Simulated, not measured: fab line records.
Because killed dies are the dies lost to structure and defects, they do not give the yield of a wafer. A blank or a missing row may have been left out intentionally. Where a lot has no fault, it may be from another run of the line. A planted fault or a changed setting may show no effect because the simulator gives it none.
One fault through the eyes of 2 desks ; flow berkeleyCmos170 ; numbers are kept per desk, each desk with only its own; the story behind them comes last

DESK OF THE TOOL OWNER: implanter-02
The tool's own readings at UCB170_NWELL_IMPLANT_14: means of the sampled wafers that have a number, for each lot that ran on this tool. Marked OUT: a lot whose mean sits more than 4 standard deviations from the usual mean, which makes it out of limits; the brackets give that distance.
Columns: A = beamEnergyKeV at UCB170_NWELL_IMPLANT_14, usual 150.00; B = faradayCurrentUA at UCB170_NWELL_IMPLANT_14, usual 31.6
lot;first seen here;A;B
L283;day 2 15:26;149.93;31.6
L294;day 4 11:18;202.50 (+99 or more) OUT;31.5
L296;day 5 02:40;202.46 (+99 or more) OUT;31.4
Finding of this desk: L294, L296 out of limits; the first was L294 at day 4 11:18, on beamEnergyKeV at UCB170_NWELL_IMPLANT_14. L283: within limits.

THE METROLOGY DESK
What the gauges read, lot by lot, whatever tool the lot ran on: means of the sampled wafers that have a number. Marked OUT: a lot whose mean sits more than 4 standard deviations from the usual mean, which makes it out of limits; the brackets give that distance.
Columns: A = NWELL_TW at UCB170_NWELL_TW_MEAS_16, usual 1244; B = PSD_OVL at UCB170_PSD_OVL_MEAS_07, usual 1 nm; C = PSD_RS at UCB170_SDANNEAL_RS_MEAS_02, usual 75.58 ohm/sq; D = M1_OVL at UCB170_M1_OVL_MEAS_10, usual 4 nm
lot;first seen here;A;B;C;D
L283;day 2 15:41;1244;1;75.85;10
L284;day 2 15:49;1251;6;75.37;4
L285;day 2 20:40;1258;-3;75.49;8
L286;day 3 01:28;1227;-3;75.76;5
L287;day 3 04:26;1225;5;75.51;9
L288;day 3 04:40;1256;2;75.90;3
L294;day 4 11:33;1327 (+6.9) OUT;4;75.08;3
L296;day 5 02:55;1305 (+5.1) OUT;3;75.33;9
L300;day 6 00:23;1252;8;75.66;0
L301;day 6 05:20;1240;-2;75.58;-1
L305;day 6 21:15;1239;6;75.55;10
L304;day 6 21:38;1252;-1;75.49;10
Per this desk, out of limits: L294, L296; the first was L294, day 4 11:33 (NWELL_TW at UCB170_NWELL_TW_MEAS_16). L283, L284, L285, L286, L287, L288, L300, L301, L305, L304: within limits.

TAKEN TOGETHER
At day 4 11:18, on L294, L296, the tool owner's desk was in a position to raise an alarm.
On L294, L296, the metrology desk was in a position to raise an alarm at day 4 11:33.
Of the lots named, all ran UCB170_NWELL_IMPLANT_14 on implanter-02.

WHAT THE SIMULATOR HAD INSERTED
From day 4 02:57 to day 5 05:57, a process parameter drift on implanter-02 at UCB170_NWELL_IMPLANT_14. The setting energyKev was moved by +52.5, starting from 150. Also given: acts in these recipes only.
Shown lots that were struck: L294, L296.
Time in hours from fault onset to the first out-of-limits reading at each desk: tool owner's desk 8, metrology desk 9.
